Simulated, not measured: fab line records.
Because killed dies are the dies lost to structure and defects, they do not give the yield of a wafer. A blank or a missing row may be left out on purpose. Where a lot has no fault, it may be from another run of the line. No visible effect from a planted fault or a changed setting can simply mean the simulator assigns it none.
What tool caused it? :: flow rit-cmos :: 42 wafers from 14 lots sampled at 2 of the route's 202 steps

== WHAT THE GAUGES SHOWED, per wafer ==
RIT_PRETRO_TW_MEAS_10.
lot: L169
measured: day 2 22:35
on: film-metro-03
PRETRO_TW: 481 480 479

lot: L170
measured: day 3 04:08
on: film-metro-02
PRETRO_TW: 477 478 481

lot: L171
measured: day 3 09:08
on: film-metro-01
PRETRO_TW: 468 470 470

lot: L172
measured: day 3 12:46
on: film-metro-01
PRETRO_TW: 468 467 471

lot: L174
measured: day 3 20:00
on: film-metro-02
PRETRO_TW: 481 479 478

lot: L177
measured: day 4 14:27
on: film-metro-02
PRETRO_TW: 480 480 476

lot: L178
measured: day 4 23:21
on: film-metro-02
PRETRO_TW: 480 479 478

lot: L179
measured: day 5 04:20
on: film-metro-02
PRETRO_TW: 476 479 477

lot: L180
measured: day 5 10:54
on: film-metro-01
PRETRO_TW: 465 469 469

lot: L181
measured: day 5 11:19
on: film-metro-03
PRETRO_TW: 479 477 477

lot: L182
measured: day 5 18:29
on: film-metro-01
PRETRO_TW: 468 467 469

lot: L183
measured: day 6 00:49
on: film-metro-02
PRETRO_TW: 421 423 423

lot: L184
measured: day 6 06:30
on: film-metro-02
PRETRO_TW: 476 478 477

lot: L187
measured: day 6 15:18
on: film-metro-02
PRETRO_TW: 420 422 422

== EACH LOT AND THE TOOL THAT RAN IT (in order: tool; ch and the chambers of the sampled wafers; start) ==
lot: L169
RIT_PRETRO_IMPLANT_08: implanter-02 ch 0, day 2 22:11

lot: L170
RIT_PRETRO_IMPLANT_08: implanter-02 ch 0, day 3 03:49

lot: L171
RIT_PRETRO_IMPLANT_08: implanter-03 ch 0, day 3 08:49

lot: L172
RIT_PRETRO_IMPLANT_08: implanter-03 ch 0, day 3 12:27

lot: L174
RIT_PRETRO_IMPLANT_08: implanter-02 ch 0, day 3 19:43

lot: L177
RIT_PRETRO_IMPLANT_08: implanter-01 ch 0, day 4 14:09

lot: L178
RIT_PRETRO_IMPLANT_08: implanter-02 ch 0, day 4 23:01

lot: L179
RIT_PRETRO_IMPLANT_08: implanter-03 ch 0, day 5 04:00

lot: L180
RIT_PRETRO_IMPLANT_08: implanter-02 ch 0, day 5 10:34

lot: L181
RIT_PRETRO_IMPLANT_08: implanter-02 ch 0, day 5 11:00

lot: L182
RIT_PRETRO_IMPLANT_08: implanter-03 ch 0, day 5 18:10

lot: L183
RIT_PRETRO_IMPLANT_08: implanter-02 ch 0, day 6 00:30

lot: L184
RIT_PRETRO_IMPLANT_08: implanter-03 ch 0, day 6 06:13

lot: L187
RIT_PRETRO_IMPLANT_08: implanter-02 ch 0, day 6 14:52
- RIT_PRETRO_IMPLANT_08

== WHAT THE TOOLS THEMSELVES READ (means of the sampled wafers that have a number; where no wafer has one, the mark that the record gives instead) ==
RIT_PRETRO_IMPLANT_08.
lot: L169
tool: implanter-02
dose-ions-cm2: 1.2e+13
faraday-current-uA: 38.6

lot: L170
tool: implanter-02
dose-ions-cm2: 1.2e+13
faraday-current-uA: 38.1

lot: L171
tool: implanter-03
dose-ions-cm2: 1.2e+13
faraday-current-uA: 37.9

lot: L172
tool: implanter-03
dose-ions-cm2: 1.2e+13
faraday-current-uA: 38.3

lot: L174
tool: implanter-02
dose-ions-cm2: 1.2e+13
faraday-current-uA: 39.1

lot: L177
tool: implanter-01
dose-ions-cm2: 1.2e+13
faraday-current-uA: 38.0

lot: L178
tool: implanter-02
dose-ions-cm2: 1.2e+13
faraday-current-uA: 38.8

lot: L179
tool: implanter-03
dose-ions-cm2: 1.2e+13
faraday-current-uA: 37.9

lot: L180
tool: implanter-02
dose-ions-cm2: 1.2e+13
faraday-current-uA: 37.9

lot: L181
tool: implanter-02
dose-ions-cm2: 1.2e+13
faraday-current-uA: 37.6

lot: L182
tool: implanter-03
dose-ions-cm2: 1.2e+13
faraday-current-uA: 37.9

lot: L183
tool: implanter-02
dose-ions-cm2: 8.0e+12
faraday-current-uA: 25.7

lot: L184
tool: implanter-03
dose-ions-cm2: 1.2e+13
faraday-current-uA: 37.9

lot: L187
tool: implanter-02
dose-ions-cm2: 8.0e+12
faraday-current-uA: 25.4

== THE ANSWER, worked out from the rows above alone ==
Rule: usual is defined by the lots themselves. The widest of any qualifying gaps counts: lots, ordered by their means at a reading, are off when they make up no more than a third of the lots, leave a main group of 4 or more, and stand apart from it by 3 or more times the standard deviation of that group's means. Not used: any main group whose means are identical at the precision the tables above print for the reading. A lot without any number at a reading at which 4 lots or more have one is off too. Any other lot the step has rows for is counted as sound. Order of review: gauges by route order, followed by the tools' own readings, for which a lot's mean as printed above is used. At the first step where some lot is off, the reading lying furthest off is the one used; lots without a number count as furthest.
Off: L183, L187, seen at RIT_PRETRO_TW_MEAS_10 (PRETRO_TW). The main group has a mean of 475 with a standard deviation of 4.8.
If a tool, at a process step before that reading, ran all the lots that are off and no sound lot after the first of them, it fits. Not tried: the gauges at RIT_PRETRO_TW_MEAS_10; whatever is off there is also off at RIT_PRETRO_IMPLANT_08, on other tools, and gauge error can't account for it. One candidate fits, namely implanter-02 at RIT_PRETRO_IMPLANT_08. A fault onset in the window from L181 (day 5 11:00, its last sound lot) to L183 (day 6 00:30, its first lot off) fits.
The tool's own readings at RIT_PRETRO_IMPLANT_08 bear it out: on the lots that are off they differ by more than 5 times the standard deviation of the sound lots' means. dose-ions-cm2 reads 8.0e+12 there against 1.2e+13 on the sound lots; faraday-current-uA reads 25.5 there against 38.2 on the sound lots.

== WHAT HAD BEEN PUT IN BY THE SIMULATOR ==
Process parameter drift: implanter-02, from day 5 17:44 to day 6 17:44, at RIT_PRETRO_IMPLANT_08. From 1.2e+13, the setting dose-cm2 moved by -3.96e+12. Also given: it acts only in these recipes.
Lots struck among those shown: L183, L187. The rule above reached the same finding.
